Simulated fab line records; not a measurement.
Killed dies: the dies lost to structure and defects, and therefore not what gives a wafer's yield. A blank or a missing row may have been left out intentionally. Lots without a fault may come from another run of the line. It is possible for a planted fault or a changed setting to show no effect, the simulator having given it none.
Which of the tools did it? || flow berkeley-cmos170 || 21 wafers from 7 lots sampled at 4 of the route's 331 steps

WHAT THE GAUGES READ, wafer by wafer
UCB170_SDANNEAL_RS_MEAS_03: the measuring method here is four-point-probe.
{"lot": "L827", "measured": "day 7 22:11", "on": "film-metro-04", "NSD_RS (ohm/sq)": "37.33 37.28 37.36"}
{"lot": "L829", "measured": "day 7 21:48", "on": "film-metro-01", "NSD_RS (ohm/sq)": "37.30 37.33 37.31"}
{"lot": "L831", "measured": "day 8 05:13", "on": "film-metro-01", "NSD_RS (ohm/sq)": "36.35 36.48 36.36"}
{"lot": "L840", "measured": "day 10 00:51", "on": "film-metro-02", "NSD_RS (ohm/sq)": "37.09 37.09 37.16"}
{"lot": "L844", "measured": "day 10 18:18", "on": "film-metro-01", "NSD_RS (ohm/sq)": "37.23 37.33 37.42"}
{"lot": "L846", "measured": "day 11 08:47", "on": "film-metro-04", "NSD_RS (ohm/sq)": "37.36 37.29 37.34"}
{"lot": "L849", "measured": "day 12 00:23", "on": "film-metro-02", "NSD_RS (ohm/sq)": "37.17 37.23 37.12"}

TOOL THAT RAN EACH LOT (tool first, then ch and the chambers of the sampled wafers, then the start)
{"lot": "L827", "UCB170_SPACER_CVD_00": "pecvd-02 ch 0,1, day 7 08:02", "UCB170_NSD_IMPLANT_08": "implanter-03 ch 0, day 7 19:13", "UCB170_NSD_STRIP_09": "plasma-asher-04 ch 0,1, day 7 19:21"}
{"lot": "L829", "UCB170_SPACER_CVD_00": "pecvd-04 ch 0,1,2, day 7 07:27", "UCB170_NSD_IMPLANT_08": "implanter-01 ch 0, day 7 18:53", "UCB170_NSD_STRIP_09": "plasma-asher-03 ch 0,1, day 7 19:02"}
{"lot": "L831", "UCB170_SPACER_CVD_00": "pecvd-03 ch 0,2, day 7 18:11", "UCB170_NSD_IMPLANT_08": "implanter-01 ch 0, day 8 00:44", "UCB170_NSD_STRIP_09": "plasma-asher-02 ch 0,1, day 8 00:53"}
{"lot": "L840", "UCB170_SPACER_CVD_00": "pecvd-03 ch 0,1, day 9 14:57", "UCB170_NSD_IMPLANT_08": "implanter-02 ch 0, day 9 23:17", "UCB170_NSD_STRIP_09": "plasma-asher-03 ch 0,1, day 9 23:25"}
{"lot": "L844", "UCB170_SPACER_CVD_00": "pecvd-02 ch 1,2, day 10 04:20", "UCB170_NSD_IMPLANT_08": "implanter-02 ch 0, day 10 16:02", "UCB170_NSD_STRIP_09": "plasma-asher-04 ch 0,1, day 10 16:09"}
{"lot": "L846", "UCB170_SPACER_CVD_00": "pecvd-02 ch 0,1,2, day 10 23:37", "UCB170_NSD_IMPLANT_08": "implanter-02 ch 0, day 11 07:19", "UCB170_NSD_STRIP_09": "plasma-asher-03 ch 0,1, day 11 07:26"}
{"lot": "L849", "UCB170_SPACER_CVD_00": "pecvd-04 ch 1,2, day 11 15:32", "UCB170_NSD_IMPLANT_08": "implanter-02 ch 0, day 11 22:37", "UCB170_NSD_STRIP_09": "plasma-asher-02 ch 1, day 11 22:44"}
- UCB170_SPACER_CVD_00: deposits SiO2 from TEOS/O2, target thk 376 nm, time 47 s.
- UCB170_NSD_IMPLANT_08
- UCB170_NSD_STRIP_09: strips in O2.

THE ANSWER, worked out from the rows above alone
Rule: what is usual is taken from the lots themselves. The widest of any qualifying gaps counts: lots, ordered by their means at a reading, are off when they make up no more than a third of the lots, leave a main group of 4 or more, and stand apart from it by 3 or more times the standard deviation of that group's means. Not used: any main group whose means are identical at the precision the tables above print for the reading. Also off: a lot with no number at a reading for which 4 or more lots have one. Where the step has rows for the other lots, those lots are counted as sound.
Off: L831, seen at UCB170_SDANNEAL_RS_MEAS_03 (NSD_RS). Main group: mean 37.26 ohm/sq, sd 0.087.
If a tool, at a process step before that reading, ran all the lots that are off and no sound lot after the first of them, it fits. Those tools and the gauges at UCB170_SDANNEAL_RS_MEAS_03 are tried in the same way. One fits: UCB170_NSD_IMPLANT_08 on implanter-01. A fault onset in the window from L829 (day 7 18:53, its last sound lot) to L831 (day 8 00:44, its first lot off) fits.

WHAT THE SIMULATOR HAD INSERTED
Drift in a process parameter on implanter-01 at UCB170_NSD_IMPLANT_08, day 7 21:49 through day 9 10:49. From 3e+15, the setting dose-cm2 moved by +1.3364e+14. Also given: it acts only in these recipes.
Lots struck among those shown: L831. The rule above found the same.
